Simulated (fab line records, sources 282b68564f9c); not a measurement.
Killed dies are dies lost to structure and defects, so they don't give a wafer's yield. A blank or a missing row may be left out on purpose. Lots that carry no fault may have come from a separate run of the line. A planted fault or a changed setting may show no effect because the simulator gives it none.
fab line records	flow ritCmos
record lots=12	wafers=36	lastDay=7
route steps=202 shown SPACER@128 M1@202
lots untouched by any fault: they come from a run of this same line in which no faults occurred
startH: the number of hours between the record's first day and the start of the first shown wafer of the lot	waitH: time in hours since the lot's previous step	" unchanged from the row above	L1.1+2: a row that stands for several wafers	- no value, or no start given	* or withheld: withheld	< > ~ a bound
route shown NAME@n: NAME is a module with steps in the file, n the number in the route of the first one	usual: mean/standard deviation taken from wafers without a fault	same: alike in all rows	chamber/n: place in a boat	sites: readings site by site	_std_site: the standard deviation of these	_edge_site: mean of outer sites minus mean of inner sites	radiusMm: how far each site lies from the wafer's centre	mask NAME#n: copy n	behind: the most recent tool/chamber to have shaped the wafer	hold: what put the lot on hold/how long, in hours/how the hold closed	device: the n, p or np transistor that did not switch	end of line: the route-end tests of the same wafers	a step without rows: its recipe alone	killed: dies lost to structure and defects at the first sort, not the wafer's yield	map: dies across one wafer; x = killed, . = not, _ = none there
set.NAME: the setting the step ran with; set.NAME@STEP: the setting that earlier step ran with	model.NAME: the simulator's own value behind a step, which no gauge read
one table for each step of the route and one row for each wafer, over a sample of lots
services: from which hour (startH, from the record's first day; less than 0 if before it) a tool's chamber was out of use, for how many hours, and why
## steps
# step RIT_SPACER_CVD_03
# recipe material=Si3N4	targetThkNm=250	tempC=810	precursor=SiH2Cl2/NH3	timeS=3386	pressureMtorr=300	sih2cl2FlowSccm=60	nh3FlowSccm=150
# usual nh3FlowSccm=150.0/0.45	spikeTcCentreC=811.7/1
lot.wafer	tool	chamber	startH	waitH	nh3FlowSccm	spikeTcCentreC
L617.3	lpcvd-02	1	46.78	0.0	149.5	811.1
L617.4	"	1	"	"	149.3	809.1
L617.5	"	1	"	"	150.5	811.0
L618.1	lpcvd-02	1	48.89	0.0	150.5	810.9
L618.5	"	1	"	"	149.6	811.9
L618.6	"	1	"	"	150.2	812.6
L619.1	lpcvd-01	0	55.62	0.0	149.4	811.5
L619.5	"	0	"	"	149.4	813.2
L619.6	"	0	"	"	149.8	811.5
L620.1	lpcvd-02	0	59.04	0.0	150.1	812.6
L620.2	"	0	"	"	149.1	811.8
L620.3	"	0	"	"	149.8	811.8
L621.1	lpcvd-02	0	65.45	0.0	149.0	812.0
L621.2	"	0	"	"	150.0	811.4
L621.5	"	0	"	"	149.5	812.0
L622.2	lpcvd-02	0	69.50	0.0	151.2	811.1
L622.5	"	0	"	"	150.2	810.8
L622.6	"	0	"	"	150.3	812.3
L623.2	lpcvd-02	0	73.07	0.0	149.9	812.3
L623.3	"	0	"	"	149.6	811.5
L623.6	"	0	"	"	149.3	811.4
L625.2	lpcvd-01	0	83.64	0.0	149.7	812.3
L625.5	"	0	"	"	149.7	811.7
L625.6	"	0	"	"	149.9	812.5
L628.2	lpcvd-02	0	99.22	0.0	180.2	812.0
L628.3	"	0	"	"	180.0	811.1
L628.6	"	0	"	"	180.6	812.2
L634.3	lpcvd-02	1	129.59	0.0	150.0	809.7
L634.5	"	1	"	"	150.1	813.7
L634.6	"	1	"	"	149.9	810.8
L637.1	lpcvd-01	0	145.19	0.0	149.9	812.0
L637.2	"	0	"	"	149.6	813.0
L637.6	"	0	"	"	149.7	811.1
L640.1	lpcvd-01	1	158.02	0.0	150.2	811.5
L640.2	"	1	"	"	150.1	811.8
L640.3	"	1	"	"	150.4	812.5
# step RIT_SPACER_THK_MEAS_04
# recipe reads=Si3N4_of_SPACER_CVD_03
# usual SPACER_NITRIDE_THK=256.6/2.4
lot.wafer	tool	chamber	startH	waitH	SPACER_NITRIDE_THK[nm]
L617.3	filmMetro-01	-	48.72	0.0	253.5
L617.4	"	-	"	"	254.2
L617.5	"	-	"	"	254.8
L618.1	filmMetro-04	-	50.80	0.0	259.6
L618.5	"	-	"	"	261.9
L618.6	"	-	"	"	260.3
L619.1	filmMetro-04	-	57.53	0.0	252.7
L619.5	"	-	"	"	252.9
L619.6	"	-	"	"	252.7
L620.1	filmMetro-01	-	60.96	0.0	255.4
L620.2	"	-	"	"	257.2
L620.3	"	-	"	"	257.5
L621.1	filmMetro-02	-	67.37	0.0	258.5
L621.2	"	-	"	"	257.5
L621.5	"	-	"	"	257.4
L622.2	filmMetro-04	-	71.43	0.0	258.6
L622.5	"	-	"	"	257.9
L622.6	"	-	"	"	258.7
L623.2	filmMetro-04	-	75.00	0.0	256.9
L623.3	"	-	"	"	255.9
L623.6	"	-	"	"	255.7
L625.2	filmMetro-04	-	85.56	0.0	260.8
L625.5	"	-	"	"	260.5
L625.6	"	-	"	"	262.5
L628.2	filmMetro-01	-	101.15	0.0	291.6
L628.3	"	-	"	"	291.4
L628.6	"	-	"	"	294.5
L634.3	filmMetro-02	-	131.53	0.0	257.4
L634.5	"	-	"	"	256.5
L634.6	"	-	"	"	251.5
L637.1	filmMetro-04	-	147.11	0.0	255.2
L637.2	"	-	"	"	253.7
L637.6	"	-	"	"	254.9
L640.1	filmMetro-02	-	159.93	0.0	256.2
L640.2	"	-	"	"	256.5
L640.3	"	-	"	"	254.2
# step RIT_SPACER_ETCHBACK_05
# recipe targetDepthA=2500	SF6_flow_sccm=30	CHF3_flow_sccm=30	target=Si3N4	chemistry=SF6/CHF3	pressureMtorr=40	rfW=250	timeS=240	stopOn=SiO2
# usual drypumpMotorCurrentA=5.7/0.36	oesProductAu=0.862/0.014	throttleValvePct=10.29/0.11
lot.wafer	tool	chamber	startH	waitH	drypumpMotorCurrentA	oesProductAu	rfHoursCounterH	throttleValvePct
L617.3	rieDiel-04	3	48.76	0.0	5.1	0.846	89	10.15
L617.4	"	0	"	"	6.0	0.841	105	10.21
L617.5	"	2	"	"	5.3	0.871	-	10.42
L618.1	rieDiel-03	1	50.86	0.1	5.6	0.859	46	10.34
L618.5	"	0	"	"	5.5	0.879	-	10.17
L618.6	"	3	"	"	5.5	0.875	-	10.48
L619.1	rieDiel-04	1	57.59	0.1	6.2	0.855	3	10.37
L619.5	"	0	"	"	6.0	0.837	-	10.23
L619.6	"	1	"	"	6.2	0.861	-	10.35
L620.1	rieDiel-03	3	61.02	0.1	5.5	0.854	47	10.48
L620.2	"	2	"	"	5.9	0.887	72	10.32
L620.3	"	0	"	"	5.5	0.860	1	10.17
L621.1	rieDiel-03	0	67.43	0.1	5.5	0.880	1	10.17
L621.2	"	1	"	"	5.6	0.859	46	10.31
L621.5	"	1	"	"	5.6	0.860	-	10.31
L622.2	rieDiel-04	1	71.48	0.0	6.2	0.872	3	10.37
L622.5	"	0	"	"	6.0	0.853	-	10.24
L622.6	"	1	"	"	6.2	0.877	-	10.37
L623.2	rieDiel-03	3	75.05	0.0	5.5	0.858	47	10.48
L623.3	"	2	"	"	5.9	0.879	72	10.32
L623.6	"	0	"	"	5.5	0.871	-	10.18
L625.2	rieDiel-04	3	85.61	0.0	5.0	0.867	89	10.13
L625.5	"	2	"	"	5.3	0.885	-	10.42
L625.6	"	3	"	"	5.1	0.864	-	10.14
L628.2	rieDiel-02	3	101.20	0.0	6.3	0.924	3	10.24
L628.3	"	1	"	"	5.7	0.928	142	10.40
L628.6	"	3	"	"	6.3	0.936	-	10.24
L634.3	rieDiel-03	2	131.57	0.0	5.9	0.884	73	10.33
L634.5	"	3	"	"	5.5	0.867	-	10.46
L634.6	"	0	"	"	5.5	0.856	-	10.17
L637.1	rieDiel-02	0	147.17	0.1	5.7	0.845	134	10.11
L637.2	"	3	"	"	6.3	0.835	4	10.22
L637.6	"	1	"	"	5.7	0.841	-	10.35
L640.1	rieDiel-04	2	159.99	0.1	5.3	0.876	104	10.40
L640.2	"	3	"	"	5.1	0.864	91	10.13
L640.3	"	0	"	"	6.0	0.836	107	10.23
# step RIT_M1_PROBE_99
# usual killed_at_M0_to_M3=0.0/0.14	killedAtContacts=0.0/0.22	killedAtFrontEnd=6.5/3	killedDies=6.6/3	killedOpen=3.4/2.2	killedShort=3.3/1.7
# same grossDies=264	killed_at_M4_up=0	killedAtBackSide=0	killedAtOther=0
lot.wafer	tool	chamber	startH	waitH	killed_at_M0_to_M3	killedAtContacts	killedAtFrontEnd	killedDies	killedOpen	killedShort
L618.1	prober-02	-	61.99	0.1	0	0	3	3	2	1
L618.5	prober-02	-	62.19	0.2	0	0	9	9	4	5
L618.6	prober-02	-	62.24	0.2	0	0	8	8	3	5
L622.2	prober-02	-	83.72	0.1	0	0	14	14	8	6
L622.5	prober-02	-	83.87	0.2	0	0	5	5	4	1
L622.6	prober-02	-	83.92	0.2	0	0	5	5	2	3
L623.2	prober-01	-	86.04	0.1	0	0	4	4	2	2
L623.3	prober-01	-	86.09	0.2	0	0	6	6	2	4
L623.6	prober-01	-	86.24	0.2	0	0	3	3	1	2
L628.3	prober-02	-	112.90	0.2	0	0	4	4	0	2
L628.6	prober-02	-	113.05	0.2	0	0	12	12	5	5
L634.3	prober-02	-	143.33	0.2	0	0	11	11	4	7
L634.5	prober-02	-	143.43	0.2	0	0	7	7	1	6
L634.6	prober-02	-	143.48	0.2	0	0	6	6	1	5
L640.1	prober-02	-	171.51	0.1	0	0	7	7	3	4
L640.2	prober-02	-	171.56	0.1	0	1	5	6	2	4
L640.3	prober-02	-	171.61	0.2	0	0	15	15	6	9
# killed by level:class
L618.1 GATE:geometricParticle:open=1 GATE:geometricParticle:short=1 SPACER:geometricParticle:open=1
L618.5 GATE:geometricParticle:open=2 SPACER:geometricParticle:short=2 FOX1:geometricParticle:short=1 GATE:geometricParticle:short=1 SPACER:geometricParticle:open=1 SILICIDE:geometricParticle:open=1 SILICIDE:geometricParticle:short=1
L618.6 GATE:geometricParticle:short=3 SPACER:geometricParticle:open=2 FOX1:geometricParticle:short=1 REOX:geometricParticle:open=1 REOX:geometricParticle:short=1
L622.2 FOX2:geometricParticle:open=3 FOX2:geometricParticle:short=2 GATE:geometricParticle:open=2 SPACER:geometricParticle:open=2 SILICIDE:geometricParticle:short=2 REOX:geometricParticle:short=1 REOX:geometricParticle:open=1 SPACER:geometricParticle:short=1
L622.5 REOX:geometricParticle:open=2 SPACER:geometricParticle:short=1 FOX2:geometricParticle:open=1 GATE:geometricParticle:open=1
L622.6 REOX:geometricParticle:short=2 FOX1:geometricParticle:short=1 REOX:geometricParticle:open=1 SILICIDE:geometricParticle:open=1
L623.2 FOX2:geometricParticle:open=1 GATE:geometricParticle:short=1 REOX:geometricParticle:short=1 REOX:geometricParticle:open=1
L623.3 GATE:geometricParticle:short=2 FOX2:geometricParticle:short=1 GATE:geometricParticle:open=1 REOX:geometricParticle:short=1 REOX:geometricParticle:open=1
L623.6 FOX2:geometricParticle:short=1 GATE:geometricParticle:open=1 GATE:geometricParticle:short=1
L628.3 SPACER:areaEtchback=2 FOX1:geometricParticle:short=1 REOX:geometricParticle:short=1
L628.6 SPACER:geometricParticle:open=4 SPACER:geometricParticle:short=3 SPACER:areaEtchback=2 REOX:geometricParticle:short=1 SILICIDE:geometricParticle:short=1 SILICIDE:geometricParticle:open=1
L634.3 GATE:geometricParticle:open=3 GATE:geometricParticle:short=2 REOX:geometricParticle:short=2 FOX2:geometricParticle:short=1 SPACER:geometricParticle:open=1 SPACER:geometricParticle:short=1 SILICIDE:geometricParticle:short=1
L634.5 GATE:geometricParticle:short=3 FOX1:geometricParticle:short=1 GATE:geometricParticle:open=1 REOX:geometricParticle:short=1 SPACER:geometricParticle:short=1
L634.6 GATE:geometricParticle:short=2 SPACER:geometricParticle:short=2 FOX1:geometricParticle:short=1 FOX2:geometricParticle:open=1
L640.1 GATE:geometricParticle:short=3 FOX2:geometricParticle:open=2 SPACER:geometricParticle:short=1 SILICIDE:geometricParticle:open=1
L640.2 GATE:geometricParticle:open=2 GATE:geometricParticle:short=2 FOX1:geometricParticle:short=1 CONTACT:geometricParticle:short=1
L640.3 GATE:geometricParticle:short=5 FOX1:geometricParticle:open=2 FOX1:geometricParticle:short=2 GATE:geometricParticle:open=2 FOX2:geometricParticle:open=1 FOX2:geometricParticle:short=1 REOX:geometricParticle:open=1 SPACER:geometricParticle:short=1
## services
tool	chamber	startH	hours	kind
rieDiel-02	3	42.94	12.6	repair
rieDiel-03	1	56.06	6.7	repair
rieDiel-02	3	76.76	2.7	repair
rieDiel-03	3	133.17	10.2	repair
## key
firstSign step=RIT_SPACER_CVD_03	reading=nh3FlowSccm	direction=up	sigmas=67	usual=150.0	struck=180.3
effect step=RIT_SPACER_THK_MEAS_04	reading=SPACER_NITRIDE_THK	direction=up	sigmas=15	usual=256.6	struck=292.5
effect step=RIT_SPACER_ETCHBACK_05	reading=oesProductAu	direction=up	sigmas=4.9	usual=0.862	struck=0.929
metAt RIT_SPACER_CVD_03
struckLots L628
struckWafers L628.2,L628.3,L628.6
testerLeftOut L628
onsetBetween 73.07 99.22
fault kind=processParameterDrift	tool=lpcvd-02	chamber=0	onsetH=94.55	steps=RIT_SPACER_CVD_03	channel=nh3FlowSccm	offset=30	shape=step	endH=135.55	actsIn=theseRecipesOnly	stated=150
# testerLeftOut: of these lots the tester's yield and bins aren't shown, on N5 and GAA mostly nor the transistor test; their killed dies are dies lost to structure and defects alone, not to doping, threshold or leakage, so they don't give the yield
